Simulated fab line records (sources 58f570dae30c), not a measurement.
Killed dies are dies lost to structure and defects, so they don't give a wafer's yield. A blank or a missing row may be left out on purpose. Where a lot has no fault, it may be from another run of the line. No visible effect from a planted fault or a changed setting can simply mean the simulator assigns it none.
fab line records	flow berkeley-cmos170
[record] lots = 15	wafers = 45	last-day = 12
route steps=331 shown GATE@130 PLDD@152 BACKSIDE@202
lots untouched by any fault: they come from a run of this same line in which no faults occurred
start-h: start of the lot's first displayed wafer, in hours after the record's first day	wait-h: hours from the lot's prior step to this one	" the same as in the row above	L1.1+2: one row covering several wafers at once	- no value present, or no start provided	* or withheld: withheld	< > ~ a bound
route shown NAME@n: a module of which the file shows steps, and the number in the route of the first	usual: mean/standard deviation taken from wafers without a fault	same: alike in all rows	chamber/n: place in a boat	sites: each site's reading	_std_site: the standard deviation of these	_edge_site: outer sites' mean less inner sites'	radius-mm: for every site, how far away it sits from the centre of the wafer	mask NAME#n: copy n	behind: the tool/chamber that last shaped the wafer	hold: why the lot was held/for how many hours/how that ended	device: transistor that didn't switch, given as n, p or np	end of line: the same wafers' tests at the end of the route	step lacking rows: just its recipe	killed: at the first sort, the dies lost to defects and structure; wafer yield is something else	map: the dies of a wafer, with x for killed, . for not killed, _ for no die there
set.NAME: the setting as run; set.NAME@STEP: as run at that earlier step	model.NAME: the simulator's own value behind a step, which no gauge read
steps of the route over a sample of lots; a table a step, a row a wafer
services: the hour from which a tool's chamber was out of use, counted from the record's first day as start-h (under 0 if before that day), plus the number of hours and why
[[steps]]
[step UCB170_GATE_CVD_04]
[recipe] material = poly-Si	temp-c = 610	precursor = SiH4	time-s = 1440	pressure-mtorr = 375	target-thk-nm = 214	sih4-flow-sccm = 120
lot.wafer	tool	chamber	start-h	wait-h
L594.1+2+6	lpcvd-01	0	122.02	0.0
L596.1+3+5	lpcvd-02	0	135.09	0.0
L597.1+2+6	lpcvd-02	1	148.49	0.0
L598.1+5+6	lpcvd-02	1	148.49	0.0
L599.2+5+6	lpcvd-02	0	148.49	0.0
L600.1+4+6	lpcvd-02	0	163.22	0.0
L602.1+3+5	lpcvd-02	1	182.01	0.0
L603.1+4+6	lpcvd-02	0	182.01	0.0
L604.1+3+6	lpcvd-02	0	186.11	0.0
L606.2+3+4	lpcvd-02	1	197.01	0.0
L607.3+5+6	lpcvd-02	0	197.01	0.0
L608.2+4+6	lpcvd-01	0	203.57	0.5
L609.4+5+6	lpcvd-01	1	203.57	0.5
L614.2+4+5	lpcvd-01	0	236.54	2.4
L615.3+5+6	lpcvd-01	0	236.54	2.4
[step UCB170_GATE_THK_MEAS_05]
[recipe] reads = poly-Si_of_GATE_CVD_04
[usual] GATE_POLY_THK = 213.8/2
lot.wafer	tool	chamber	start-h	wait-h	GATE_POLY_THK[nm]
L594.1	film-metro-01	-	123.42	0.0	215.6
L594.2	"	-	"	"	214.2
L594.6	"	-	"	"	214.5
L596.1	film-metro-02	-	136.49	0.0	213.4
L596.3	"	-	"	"	212.1
L596.5	"	-	"	"	211.8
L597.1	film-metro-02	-	149.89	0.0	213.3
L597.2	"	-	"	"	211.1
L597.6	"	-	"	"	213.9
L598.1	film-metro-03	-	149.89	0.0	214.1
L598.5	"	-	"	"	214.2
L598.6	"	-	"	"	213.0
L599.2	film-metro-01	-	149.95	0.1	210.3
L599.5	"	-	"	"	210.6
L599.6	"	-	"	"	211.5
L600.1	film-metro-03	-	164.62	0.0	215.4
L600.4	"	-	"	"	215.3
L600.6	"	-	"	"	213.9
L602.1	film-metro-03	-	183.41	0.0	214.5
L602.3	"	-	"	"	212.7
L602.5	"	-	"	"	211.3
L603.1	film-metro-02	-	183.42	0.0	211.5
L603.4	"	-	"	"	214.8
L603.6	"	-	"	"	214.0
L604.1	film-metro-03	-	187.51	0.0	279.5
L604.3	"	-	"	"	280.9
L604.6	"	-	"	"	279.6
L606.2	film-metro-02	-	198.42	0.0	282.7
L606.3	"	-	"	"	283.4
L606.4	"	-	"	"	283.3
L607.3	film-metro-01	-	198.43	0.0	280.0
L607.5	"	-	"	"	282.2
L607.6	"	-	"	"	281.9
L608.2	film-metro-02	-	204.98	0.0	211.0
L608.4	"	-	"	"	211.6
L608.6	"	-	"	"	213.5
L609.4	film-metro-01	-	205.00	0.0	216.8
L609.5	"	-	"	"	215.5
L609.6	"	-	"	"	217.2
L614.2	film-metro-03	-	237.95	0.0	211.4
L614.4	"	-	"	"	211.4
L614.5	"	-	"	"	212.7
L615.3	film-metro-01	-	237.96	0.0	212.6
L615.5	"	-	"	"	210.9
L615.6	"	-	"	"	213.1
[step UCB170_GATE_ETCH_15]
[recipe] chemistry = HBr/Cl2	target = poly-Si	stop-on = SiO2	over-etch-frac = 0.3	icp-w = 300	bias-w = 150	time-s = 56.3	pressure-mtorr = 15	HBr_flow_sccm = 150	Cl2_flow_sccm = 50	target-depth-a = 2782
[usual] HBr_flow_sccm = 149.9/0.41	drypump-motor-current-A = 5.42/0.26	oes-product-au = 0.835/0.013	throttle-valve-pct = 26.46/0.12
lot.wafer	tool	chamber	start-h	wait-h	HBr_flow_sccm	drypump-motor-current-A	oes-product-au	rf-hours-counter-h	throttle-valve-pct
L594.1	rie-si-02	3	124.94	-	150.1	5.51	0.839	0	26.38
L594.2	"	0	"	"	150.3	5.05	0.854	0	26.47
L594.6	"	1	"	"	149.5	5.73	0.857	-	26.33
L596.1	rie-si-01	3	138.08	-	150.4	5.10	0.844	118	26.50
L596.3	"	2	"	"	150.7	5.31	0.828	77	26.37
L596.5	"	0	"	"	150.0	5.75	0.821	-	26.60
L597.1	rie-si-02	3	151.32	-	149.6	5.51	0.828	0	26.40
L597.2	"	0	"	"	150.7	5.05	0.841	0	26.47
L597.6	"	0	"	"	150.5	5.03	0.851	-	26.49
L598.1	rie-si-01	0	151.37	-	150.8	5.77	0.833	31	26.61
L598.5	"	1	"	"	149.7	5.59	0.815	-	26.66
L598.6	"	2	"	"	149.7	5.30	0.834	-	26.38
L599.2	rie-si-02	2	151.60	-	149.6	5.20	0.822	86	26.33
L599.5	"	0	"	"	150.8	5.06	0.849	-	26.47
L599.6	"	3	"	"	150.2	5.51	0.824	-	26.39
L600.1	rie-si-01	0	165.72	-	149.4	5.73	0.833	31	26.60
L600.4	"	1	"	"	150.7	5.63	0.824	0	26.66
L600.6	"	0	"	"	150.0	5.75	0.842	-	26.62
L602.1	rie-si-01	0	184.63	-	150.1	5.76	0.827	31	26.60
L602.3	"	1	"	"	149.6	5.63	0.816	0	26.65
L602.5	"	0	"	"	150.0	5.73	0.823	-	26.62
L603.1	rie-si-02	2	184.87	-	149.6	5.19	0.833	86	26.33
L603.4	"	0	"	"	149.5	5.06	0.858	0	26.47
L603.6	"	2	"	"	149.8	5.18	0.836	-	26.34
L604.1	rie-si-02	2	189.42	-	149.6	5.24	0.992	86	26.35
L604.3	"	0	"	"	150.7	5.03	1.022	0	26.48
L604.6	"	0	"	"	150.3	5.03	1.011	-	26.47
L606.2	rie-si-01	1	199.51	-	149.7	5.62	0.973	1	26.65
L606.3	"	0	"	"	149.8	5.76	0.989	31	26.61
L606.4	"	2	"	"	150.3	5.26	0.997	-	26.37
L607.3	rie-si-02	1	199.75	-	149.8	5.71	1.014	2	26.33
L607.5	"	2	"	"	150.1	5.21	0.996	-	26.34
L607.6	"	1	"	"	149.4	5.73	1.025	-	26.31
L608.2	rie-si-01	0	206.59	-	149.7	5.76	0.827	31	26.60
L608.4	"	3	"	"	149.4	5.12	0.812	0	26.56
L608.6	"	2	"	"	150.1	5.30	0.837	-	26.36
L609.4	rie-si-02	2	206.80	-	149.6	5.24	0.843	87	26.33
L609.5	"	0	"	"	149.7	5.05	0.848	-	26.49
L609.6	"	1	"	"	149.9	5.72	0.856	-	26.32
L614.2	rie-si-01	2	239.35	-	150.0	5.28	0.833	77	26.37
L614.4	"	0	"	"	150.7	5.73	0.815	31	26.59
L614.5	"	1	"	"	150.3	5.61	0.810	-	26.64
L615.3	rie-si-01	2	239.71	-	150.1	5.28	0.831	77	26.36
L615.5	"	2	"	"	150.0	5.28	0.819	-	26.38
L615.6	"	3	"	"	149.8	5.10	0.825	-	26.57
[step UCB170_PLDD_OVL_MEAS_07]
[usual] PLDD_OVL = 3/5.8
lot.wafer	tool	chamber	start-h	wait-h	PLDD_OVL[nm]
L594.1	overlay-02	-	126.94	0.1	4
L594.2	"	-	"	"	2
L594.6	"	-	"	"	-2
L596.1	overlay-02	-	140.56	0.1	8
L596.3	"	-	"	"	1
L596.5	"	-	"	"	4
L597.1	overlay-01	-	152.94	0.1	-4
L597.2	"	-	"	"	-3
L597.6	"	-	"	"	0
L598.1	overlay-01	-	153.14	0.1	-1
L598.5	"	-	"	"	-4
L598.6	"	-	"	"	-1
L599.2	overlay-02	-	153.39	0.1	10
L599.5	"	-	"	"	5
L599.6	"	-	"	"	9
L600.1	overlay-02	-	167.25	0.1	0
L600.4	"	-	"	"	3
L600.6	"	-	"	"	4
L602.1	overlay-02	-	186.37	0.1	2
L602.3	"	-	"	"	-1
L602.5	"	-	"	"	0
L603.1	overlay-02	-	186.64	0.1	3
L603.4	"	-	"	"	-4
L603.6	"	-	"	"	-5
L604.1	overlay-01	-	190.96	0.1	-4
L606.4	overlay-01	-	201.34	0.1	-7
L608.2	overlay-01	-	208.17	0.1	2
L608.4	"	-	"	"	-5
L608.6	"	-	"	"	-13
L609.4	overlay-02	-	209.58	0.1	5
L609.5	"	-	"	"	-1
L609.6	"	-	"	"	3
L614.2	overlay-02	-	240.91	0.1	-4
L614.4	"	-	"	"	4
L614.5	"	-	"	"	-5
L615.3	overlay-01	-	241.36	0.1	4
L615.5	"	-	"	"	4
L615.6	"	-	"	"	11
[step UCB170_PLDD_STRIP_10]
[recipe] chemistry = O2	power-w = 400	pressure-mtorr = 3500	platen-temp-c = withheld	o2-flow-sccm = 400	overash-fraction = 0.5
[usual] drypump-motor-current-A = 5.7/0.62	oes-product-au = 0.735/0.0041	strip-time-to-endpoint-s = 21.61/0.073
lot.wafer	tool	chamber	start-h	wait-h	drypump-motor-current-A	oes-product-au	rf-hours-counter-h	strip-time-to-endpoint-s
L594.1	plasma-asher-04	0	127.28	0.1	6.7	0.740	43	21.58
L594.2	"	1	"	"	5.7	0.738	43	21.58
L594.6	"	1	"	"	5.7	0.740	-	21.62
L596.1	plasma-asher-01	0	140.90	0.1	5.0	0.738	49	21.65
L596.3	"	0	"	"	5.0	0.738	-	21.64
L596.5	"	0	"	"	5.0	0.733	-	21.61
L597.1	plasma-asher-04	0	153.27	0.1	6.7	0.734	46	21.58
L597.2	"	1	"	"	5.7	0.733	46	21.52
L597.6	"	0	"	"	6.7	0.734	-	21.59
L598.1	plasma-asher-01	1	153.48	0.1	5.5	0.736	50	21.60
L598.5	"	0	"	"	5.0	0.731	-	21.65
L598.6	"	1	"	"	5.6	0.734	-	21.59
L599.2	plasma-asher-03	1	153.72	0.1	4.9	0.738	2	21.67
L599.5	"	0	"	"	6.1	0.732	-	21.67
L599.6	"	1	"	"	4.9	0.734	-	21.60
L600.1	plasma-asher-01	1	167.59	0.1	5.5	0.731	51	21.71
L600.4	"	1	"	"	5.5	0.730	-	21.71
L600.6	"	1	"	"	5.5	0.742	-	21.64
L602.1	plasma-asher-04	1	186.70	0.1	5.7	0.726	49	21.50
L602.3	"	1	"	"	5.7	0.739	-	21.53
L602.5	"	1	"	"	5.7	0.739	-	21.55
L603.1	plasma-asher-01	0	186.98	0.1	5.0	0.734	53	21.66
L603.4	"	1	"	"	5.6	0.747	-	21.68
L603.6	"	1	"	"	5.6	0.732	-	21.63
L604.1	plasma-asher-03	1	191.30	0.1	4.9	0.738	5	21.65
L606.4	plasma-asher-04	0	201.69	0.1	6.7	0.742	-	21.60
L608.2	plasma-asher-04	0	208.50	0.1	6.7	0.734	52	21.63
L608.4	"	0	"	"	6.7	0.731	-	21.62
L608.6	"	0	"	"	6.7	0.734	-	21.61
L609.4	plasma-asher-03	1	209.93	0.1	4.9	0.730	-	21.62
L609.5	"	0	"	"	6.1	0.740	-	21.56
L609.6	"	1	"	"	4.9	0.734	-	21.66
L614.2	plasma-asher-01	0	241.24	0.1	5.0	0.736	60	21.62
L614.4	"	1	"	"	5.5	0.739	-	21.56
L614.5	"	0	"	"	5.0	0.735	-	21.59
L615.3	plasma-asher-01	1	241.72	0.1	5.5	0.735	-	21.66
L615.5	"	0	"	"	4.9	0.733	-	21.68
L615.6	"	1	"	"	5.6	0.729	-	21.64
[step UCB170_BACKSIDE_STRIP_03]
[recipe] chemistry = O2	power-w = 400	pressure-mtorr = 3500	platen-temp-c = withheld	o2-flow-sccm = 400	overash-fraction = 0.5
[usual] drypump-motor-current-A = 5.8/0.64	oes-product-au = 0.735/0.0046	strip-time-to-endpoint-s = 21.96/0.068
lot.wafer	tool	chamber	start-h	wait-h	drypump-motor-current-A	oes-product-au	rf-hours-counter-h	strip-time-to-endpoint-s
L594.1	plasma-asher-04	1	141.56	0.1	5.7	0.736	45	21.89
L594.2	"	0	"	"	6.7	0.733	45	21.97
L594.6	"	1	"	"	5.7	0.737	-	21.99
L596.1	plasma-asher-01	1	152.58	0.1	5.5	0.739	50	22.04
L596.3	"	0	"	"	5.0	0.739	-	22.04
L596.5	"	1	"	"	5.5	0.744	-	22.08
L597.1	plasma-asher-04	0	164.85	0.1	6.7	0.736	48	21.93
L597.2	"	1	"	"	5.7	0.728	48	21.96
L597.6	"	0	"	"	6.7	0.735	-	21.88
L598.1	plasma-asher-01	1	165.01	0.1	5.6	0.731	51	22.00
L598.5	"	1	"	"	5.6	0.733	-	21.94
L598.6	"	0	"	"	5.0	0.733	-	21.97
L599.2	plasma-asher-03	0	165.24	0.1	6.2	0.739	3	21.97
L599.5	"	0	"	"	6.1	0.735	-	22.01
L599.6	"	1	"	"	4.9	0.732	-	22.01
L600.1	plasma-asher-04	1	179.26	0.1	5.7	0.737	49	21.99
L600.4	"	1	"	"	5.7	0.739	-	21.96
L600.6	"	1	"	"	5.7	0.741	-	21.98
L602.1	plasma-asher-03	1	198.05	0.1	4.9	0.728	6	21.95
L602.3	"	0	"	"	6.1	0.736	-	21.96
L602.5	"	1	"	"	4.9	0.727	-	21.96
L603.1	plasma-asher-04	1	198.27	0.1	5.7	0.741	51	21.91
L603.4	"	1	"	"	5.7	0.734	-	21.87
L603.6	"	1	"	"	5.7	0.734	-	21.92
L604.1	plasma-asher-04	0	203.66	0.1	6.7	0.730	51	21.85
L606.4	plasma-asher-03	0	211.76	0.1	6.1	0.735	-	21.97
L608.2	plasma-asher-04	0	220.85	0.1	6.7	0.732	53	21.95
L608.4	"	0	"	"	6.7	0.731	-	21.98
L608.6	"	1	"	"	5.7	0.731	-	21.84
L609.4	plasma-asher-01	1	220.96	0.1	5.5	0.726	-	21.96
L609.5	"	1	"	"	5.5	0.733	-	22.04
L609.6	"	0	"	"	5.0	0.732	-	21.96
L614.2	plasma-asher-01	1	252.29	0.1	5.6	0.730	61	21.96
L614.4	"	1	"	"	5.5	0.728	-	21.94
L614.5	"	1	"	"	5.6	0.730	-	21.91
L615.3	plasma-asher-03	0	252.98	0.1	6.1	0.726	-	22.01
L615.5	"	0	"	"	6.2	0.734	-	21.96
L615.6	"	1	"	"	4.9	0.740	-	22.04
[[services]]
tool	chamber	start-h	hours	kind
plasma-asher-03	-	108.75	9.0	pm
plasma-asher-03	0	108.75	9.0	vent-cycle
plasma-asher-03	1	108.75	9.0	vent-cycle
plasma-asher-03	0	117.75	-	clean
plasma-asher-03	1	117.75	-	clean
plasma-asher-03	-	126.91	15.6	pm
rie-si-02	-	163.53	0.1	repair
rie-si-01	3	181.36	-	clean
rie-si-01	3	181.36	18.7	scheduled-down
rie-si-01	3	181.36	18.7	vent-cycle
lpcvd-02	-	232.80	6.0	pm
rie-si-02	1	240.80	1.8	repair
lpcvd-01	-	242.10	0.8	repair
[[key]]
[first-sign] step = UCB170_GATE_THK_MEAS_05	reading = GATE_POLY_THK	direction = up	sigmas = 34	usual = 213.8	struck = 281.5
[effect] step = UCB170_GATE_ETCH_15	reading = oes-product-au	direction = up	sigmas = 12	usual = 0.835	struck = 1.002
met-at UCB170_GATE_CVD_04
struck-lots L604,L606,L607
later-rows-left-out L604.3,L604.6,L606.2,L606.3,L607.3,L607.5,L607.6
sort-left-out L604.1,L604.3,L604.6,L606.2,L606.3,L606.4,L607.3,L607.5,L607.6
tester-left-out L604,L606,L607
not-acting-at UCB170_PLDD_OVL_MEAS_07,UCB170_PLDD_STRIP_10,UCB170_BACKSIDE_STRIP_03
onset-between 182.01 186.11
[fault] kind = process-parameter-drift	tool = lpcvd-02	chamber = -	onset-h = 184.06	steps = UCB170_GATE_CVD_04	channel = target-thk-nm	offset = 66.336	shape = step	end-h = 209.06	acts-in = these-recipes-only	stated = 214
// tester-left-out: of these lots the tester's yield and bins aren't shown, on N5 and GAA mostly nor the transistor test; their killed dies are dies lost to structure and defects alone, not to doping, threshold or leakage, so they don't give the yield
// sort-left-out: the simulated sort isn't trusted on such a fault, so these wafers' sort isn't shown, and their yield isn't known
// later-rows-left-out: the simulator's readings of these wafers behind a module that went badly wrong aren't trusted and aren't shown, but for the sort
